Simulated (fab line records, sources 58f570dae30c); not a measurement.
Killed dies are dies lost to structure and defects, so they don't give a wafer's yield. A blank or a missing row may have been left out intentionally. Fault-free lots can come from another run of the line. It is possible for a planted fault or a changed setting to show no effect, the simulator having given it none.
Which tool was responsible? | flow berkeley_cmos170 | 21 wafers from 7 lots sampled at 2 of the route's 331 steps

== WHAT THE GAUGES SHOWED, per wafer ==
UCB170_CONTACT_OVL_MEAS_16.
lot  | measured     | on         | CONTACT_OVL (nm)
L863 | day 7 05:24  | overlay-02 | -1 2 -3
L864 | day 7 15:16  | overlay-02 | 1 -5 3
L866 | day 8 08:08  | overlay-02 | -4 -5 -3
L873 | day 10 01:34 | overlay-01 | 60 61 56
L879 | day 10 21:37 | overlay-01 | 7 8 7
L882 | day 11 06:49 | overlay-01 | 5 9 2
L884 | day 11 18:26 | overlay-01 | 7 12 12

== TOOL THAT RAN EACH LOT (tool first, then ch and the chambers of the sampled wafers, then the start) ==
lot  | UCB170_CONTACT_EXPOSE_12
L863 | krf_scanner-02 ch 0, day 7 04:53
L864 | krf_scanner-02 ch 0, day 7 14:46
L866 | krf_scanner-01 ch 0, day 8 07:32
L873 | krf_scanner-02 ch 0, day 10 01:01
L879 | krf_scanner-01 ch 0, day 10 21:07
L882 | krf_scanner-01 ch 0, day 11 06:21
L884 | krf_scanner-01 ch 0, day 11 17:55
- UCB170_CONTACT_EXPOSE_12: exposes mask CONT, target cd 700 nm.

== THE ANSWER, worked out from the rows above alone ==
Rule: the usual values come from the lots themselves. The widest of any qualifying gaps counts: lots, ordered by their means at a reading, are off when they make up no more than a third of the lots, leave a main group of 4 or more, and stand apart from it by 3 or more times the standard deviation of that group's means. The tables above print the reading to a certain number of digits; a main group whose means all agree to those digits is not used. Also off: a lot with no number at a reading for which 4 or more lots have one. Any other lot the step has rows for is counted as sound.
Off: L873, at UCB170_CONTACT_OVL_MEAS_16 (CONTACT_OVL). The main group has a mean of 3 nm with a standard deviation of 5.
A tool fits if, at a process step before that reading, it ran every lot that is off, and no sound lot after the first of them. Those tools and the gauges at UCB170_CONTACT_OVL_MEAS_16 are tried in the same way. One candidate fits, namely krf_scanner-02 at UCB170_CONTACT_EXPOSE_12. Its last sound lot is L864 (day 7 14:46), its first lot that is off L873 (day 10 01:01): a fault that began between those two fits.

== WHAT THE SIMULATOR HAD INSERTED ==
Scanner matching overlay: krf_scanner-02, from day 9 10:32 on, at UCB170_CONTACT_EXPOSE_12. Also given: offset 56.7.
Shown lots that were struck: L873. The same result came from the rule above.
